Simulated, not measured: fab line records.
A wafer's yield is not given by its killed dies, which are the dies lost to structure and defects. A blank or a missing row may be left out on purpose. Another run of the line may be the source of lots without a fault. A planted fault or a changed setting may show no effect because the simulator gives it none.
One fault seen from 2 desks || flow berkeleyCmos170 || what lay behind the numbers comes last; until then each desk has only its own

== THE TOOL OWNER'S DESK: rieMetal-03 ==
The tool's own readings at UCB170_M3_METAL_ETCH_18 (etches Al in Cl2/BCl3, stops on SiO2, target depth 1170 nm, time 195 s): means of the sampled wafers that have a number, for each lot that ran on this tool. A lot is out of limits, marked OUT, if its mean lies more than 4 standard deviations from the usual mean; the brackets give that distance.
Columns: A = drypumpMotorCurrentA at UCB170_M3_METAL_ETCH_18, usual 5.9 A; B = oesProductAu at UCB170_M3_METAL_ETCH_18, usual 0.866 a.u.; C = throttleValvePct at UCB170_M3_METAL_ETCH_18, usual 24.47 %
{"lot": "L917", "first seen here": "day 8 21:07", "A": 5.7, "B": 0.874, "C": 24.20}
{"lot": "L921", "first seen here": "day 10 05:23", "A": 6.1, "B": 0.877, "C": 24.32}
{"lot": "L919", "first seen here": "day 10 06:04", "A": 6.1, "B": 0.871, "C": 24.33}
{"lot": "L923", "first seen here": "day 10 20:49", "A": 6.3, "B": 0.862, "C": 24.40}
{"lot": "L928", "first seen here": "day 11 04:30", "A": 6.1, "B": "0.925 (+6.3) OUT", "C": 24.31}
{"lot": "L924", "first seen here": "day 11 08:30", "A": 6.1, "B": "0.926 (+6.5) OUT", "C": 24.31}
{"lot": "L930", "first seen here": "day 12 05:06", "A": 5.9, "B": 0.891, "C": 24.25}
Finding of this desk: L924, L928 out of limits; the first was L928 at day 11 04:30, on oesProductAu at UCB170_M3_METAL_ETCH_18. Within limits: L917, L921, L919, L923, L930.

== THE METROLOGY DESK ==
Lot by lot, what the gauges showed, no matter which tool ran the lot: averages of those sampled wafers that carry a number. A lot is out of limits, marked OUT, if its mean lies more than 4 standard deviations from the usual mean; the brackets give that distance.
Columns: A = V1_BOW at UCB170_V1_BOW_MEAS_03, usual 18 um; B = M3_OVL at UCB170_M3_OVL_MEAS_16, usual 0 nm
{"lot": "L914", "first seen here": "day 7 19:46", "A": 19, "B": -8}
{"lot": "L917", "first seen here": "day 8 00:31", "A": 21, "B": 9}
{"lot": "L915", "first seen here": "day 8 04:52", "A": 23, "B": -4}
{"lot": "L916", "first seen here": "day 8 04:53", "A": 18, "B": 5}
{"lot": "L919", "first seen here": "day 9 11:49", "A": 12, "B": -1}
{"lot": "L921", "first seen here": "day 9 11:51", "A": 22, "B": 3}
{"lot": "L918", "first seen here": "day 9 12:10", "A": 27, "B": 5}
{"lot": "L922", "first seen here": "day 9 20:23", "A": 17, "B": 5}
{"lot": "L923", "first seen here": "day 10 10:01", "A": 12, "B": 2}
{"lot": "L928", "first seen here": "day 10 15:37", "A": 24, "B": 2}
{"lot": "L924", "first seen here": "day 10 19:50", "A": 19, "B": -1}
{"lot": "L930", "first seen here": "day 11 18:56", "A": 20, "B": 2}
{"lot": "L932", "first seen here": "day 11 19:12", "A": 12, "B": -1}
{"lot": "L933", "first seen here": "day 12 08:31", "A": 9, "B": -13}
{"lot": "L934", "first seen here": "day 12 08:31", "A": 25, "B": 0}
This desk found nothing out of limits on any of the 15 lots.

== PUT TOGETHER ==
An alarm could have come from the tool owner's desk at day 11 04:30, on L924, L928.
From the metrology desk's view, nothing was out of limits.
The metrology desk has L924, L928 on record, within its limits.
All the named lots went through UCB170_M3_METAL_ETCH_18 on rieMetal-03.

== WHAT THE SIMULATOR HAD PUT IN ==
rieMetal-03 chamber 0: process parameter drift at UCB170_M3_METAL_ETCH_18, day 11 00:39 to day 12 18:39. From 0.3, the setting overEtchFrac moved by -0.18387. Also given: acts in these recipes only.
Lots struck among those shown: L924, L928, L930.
Each desk's first reading out of limits, in hours after the fault started: the tool owner's desk, 4.
